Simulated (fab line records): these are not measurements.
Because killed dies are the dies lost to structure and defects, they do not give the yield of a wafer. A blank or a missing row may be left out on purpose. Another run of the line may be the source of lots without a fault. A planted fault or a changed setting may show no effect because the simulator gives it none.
The tool behind it: which one? ; flow berkeley_cmos170 ; 14 lots, 42 wafers sampled, at 5 steps of a route of 331

WHAT EACH GAUGE READ, for each wafer
UCB170_NWELL_THK_MEAS_02.
lot;measured;on;NWELL_OXIDE_THK (nm)
L354;day 1 21:50;film_metro-03;26.9 26.6 26.5
L355;day 2 04:51;film_metro-01;26.5 25.8 25.6
L356;day 2 10:34;film_metro-03;26.2 26.4 26.3
L357;day 2 16:24;film_metro-03;26.5 26.3 26.3
L358;day 2 16:24;film_metro-04;26.5 26.2 26.3
L360;day 3 06:22;film_metro-03;30.1 30.0 30.0
L361;day 3 09:05;film_metro-04;30.7 30.4 30.6
L370;day 5 05:23;film_metro-04;26.0 25.9 26.0
L372;day 5 15:10;film_metro-04;26.9 27.2 27.0
L373;day 5 21:11;film_metro-03;25.9 26.1 26.1
L374;day 6 08:59;film_metro-03;26.3 26.2 26.2
L375;day 6 08:59;film_metro-04;26.8 26.8 26.7
L376;day 6 18:01;film_metro-04;25.6 25.6 25.5
L377;day 6 18:00;film_metro-03;26.1 26.0 25.7

UCB170_WELLDRIVE_THK_MEAS_02.
lot;measured;on;WELLDRIVE_OXIDE_THK (nm)
L354;day 3 19:51;film_metro-03;201 202 200
L355;day 3 19:51;film_metro-02;203 200 201
L356;day 4 06:15;film_metro-04;202 203 207
L357;day 4 06:14;film_metro-03;203 202 202
L358;day 4 06:14;film_metro-02;206 200 202
L360;day 4 18:05;film_metro-03;195 193 195
L361;day 5 00:46;film_metro-04;201 197 198
L370;day 6 21:31;film_metro-03;199 193 199
L372;day 7 04:56;film_metro-04;199 198 195
L373;day 7 11:17;film_metro-03;201 198 201
L374;day 8 02:39;film_metro-04;208 205 207
L375;day 8 02:39;film_metro-03;204 203 207
L376;day 8 07:23;film_metro-04;204 203 204
L377;day 8 07:23;film_metro-03;198 200 199

UCB170_ACTIVE_THK_MEAS_06.
lot;measured;on;ACTIVE_NITRIDE_THK (nm)
L354;day 4 15:19;film_metro-03;219.3 220.5 220.9
L355;day 4 15:19;film_metro-02;220.7 222.2 221.2
L356;day 4 22:36;film_metro-01;219.4 219.3 219.6
L357;day 4 22:39;film_metro-01;218.9 218.8 219.8
L358;day 4 22:35;film_metro-03;220.0 221.5 220.6
L360;day 5 05:57;film_metro-01;222.4 223.6 223.0
L361;day 5 14:23;film_metro-03;220.6 220.2 221.0
L370;day 7 15:03;film_metro-03;218.8 219.1 218.6
L372;day 7 20:14;film_metro-02;222.5 220.9 223.2
L373;day 8 02:02;film_metro-03;221.9 224.4 221.7
L374;day 9 00:04;film_metro-03;219.5 218.9 218.5
L375;day 9 00:04;film_metro-02;222.4 221.7 220.8
L376;day 9 00:04;film_metro-01;219.2 218.7 219.9
L377;day 9 00:07;film_metro-03;220.8 220.9 218.2

UCB170_NVT_TW_MEAS_09.
lot;measured;on;NVT_TW
L354;day 6 01:11;film_metro-04;515 514 516
L355;day 6 00:56;film_metro-01;521 524 524
L356;day 6 06:54;film_metro-01;524 520 523
L357;day 6 07:15;film_metro-03;523 522 521
L358;day 6 07:01;film_metro-04;516 513 514
L360;day 6 14:19;film_metro-01;523 523 525
L361;day 7 02:20;film_metro-03;525 525 525
L370;day 9 01:23;film_metro-04;509 512 513
L372;day 9 08:13;film_metro-04;514 512 515
L373;day 9 17:15;film_metro-04;513 513 511
L374;day 10 09:14;film_metro-04;513 510 512
L375;day 10 09:10;film_metro-04;514 508 511
L376;day 10 09:19;film_metro-04;512 510 510
L377;day 10 08:55;film_metro-01;520 520 521

EACH LOT AND THE TOOL THAT RAN IT (in order: tool; ch and the chambers of the sampled wafers; start)
lot;UCB170_NWELL_OXIDATION_01
L354;furnace-04 ch 0, day 1 20:29
L355;furnace-04 ch 0, day 2 03:30
L356;furnace-04 ch 0, day 2 09:12
L357;furnace-04 ch 0, day 2 15:03
L358;furnace-04 ch 0, day 2 15:03
L360;furnace-04 ch 0, day 3 05:01
L361;furnace-04 ch 0, day 3 07:43
L370;furnace-02 ch 0, day 5 04:02
L372;furnace-02 ch 0, day 5 13:49
L373;furnace-02 ch 0, day 5 19:49
L374;furnace-01 ch 0, day 6 07:37
L375;furnace-01 ch 0, day 6 07:37
L376;furnace-01 ch 0, day 6 16:39
L377;furnace-01 ch 0, day 6 16:39
- UCB170_NWELL_OXIDATION_01: target thk 26.4 nm, ox time 1260 s.

AS READ BY THE TOOLS THEMSELVES (means over the sampled wafers that have a number; for cases with no such wafer, the mark the record gives instead)
UCB170_NWELL_OXIDATION_01.
lot;tool;spike_tc_centre_C (C);spike_tc_load_C (C);spike_tc_source_C (C);tube_center_temp_C (C);tube_center_temp_C_max
L354;furnace-04;1003.7;1025.4;1029.0;1000;1002.8
L355;furnace-04;1003.0;1024.9;1029.5;1000;1002.4
L356;furnace-04;1002.5;1025.0;1029.8;1000;1002.5
L357;furnace-04;1003.1;1024.3;1028.9;1000;1002.6
L358;furnace-04;1002.8;1024.9;1029.4;1000;1002.7
L360;furnace-04;1018.8;1043.4;1045.9;1017;1020.1
L361;furnace-04;1020.2;1041.4;1046.3;1017;1019.4
L370;furnace-02;1003.1;1026.6;1029.6;1000;1002.4
L372;furnace-02;1004.2;1028.0;1029.8;1000;1002.8
L373;furnace-02;1003.2;1028.5;1029.4;1000;1002.5
L374;furnace-01;1002.1;1032.0;1026.0;1000;1002.3
L375;furnace-01;1002.8;1032.5;1025.9;1000;1002.6
L376;furnace-01;1003.3;1031.7;1025.5;1000;1002.6
L377;furnace-01;1001.8;1031.9;1027.1;1000;1002.4

THE ANSWER, worked out from the rows above alone
Rule: the lots themselves supply what counts as usual. Put in order of their means at a reading, lots are off if they are a third of the lots or fewer, leave a main group of 4 or more, and stand apart from it by a gap of 3 or more times the standard deviation of the main group's means; of several such gaps the widest counts. A main group whose means are all the same, to the digits that the tables above print for the reading, isn't used. Also off: a lot with no number at a reading for which 4 or more lots have one. All remaining lots with rows at the step are treated as sound. First the gauges in route order, then the tools' own readings, where a lot's mean is used as printed above. At the first step where some lot is off, the reading lying furthest off is the one used; lots without a number count as furthest.
Off: L360, L361, at UCB170_NWELL_THK_MEAS_02 (NWELL_OXIDE_THK). Mean 26.3 nm and standard deviation 0.39 in the main group.
If a tool, at a process step before that reading, ran all the lots that are off and no sound lot after the first of them, it fits. The gauges at UCB170_NWELL_THK_MEAS_02 aren't tried: what is off there is off at UCB170_NWELL_OXIDATION_01 too, on other tools, and a gauge's error can't cause that. One fits: UCB170_NWELL_OXIDATION_01 on furnace-04. Its last sound lot is L357 (day 2 15:03), its first lot that is off L360 (day 3 05:01): a fault that began between those two fits.
The tool's own readings at UCB170_NWELL_OXIDATION_01 bear it out: on the lots that are off they differ by more than 5 times the standard deviation of the sound lots' means. spike_tc_centre_C reads 1019.5 C there against 1003.0 C on the sound lots; spike_tc_source_C reads 1046.1 C there against 1028.3 C on the sound lots; tube_center_temp_C reads 1017 C there against 1000 C on the sound lots; tube_center_temp_C_max reads 1019.8 there against 1002.5 on the sound lots.

WHAT THE SIMULATOR HAD INSERTED
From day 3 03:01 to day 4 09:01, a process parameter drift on furnace-04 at UCB170_NWELL_OXIDATION_01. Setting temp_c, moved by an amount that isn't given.
Struck lots among those shown: L360, L361. This agrees with what the rule above found.
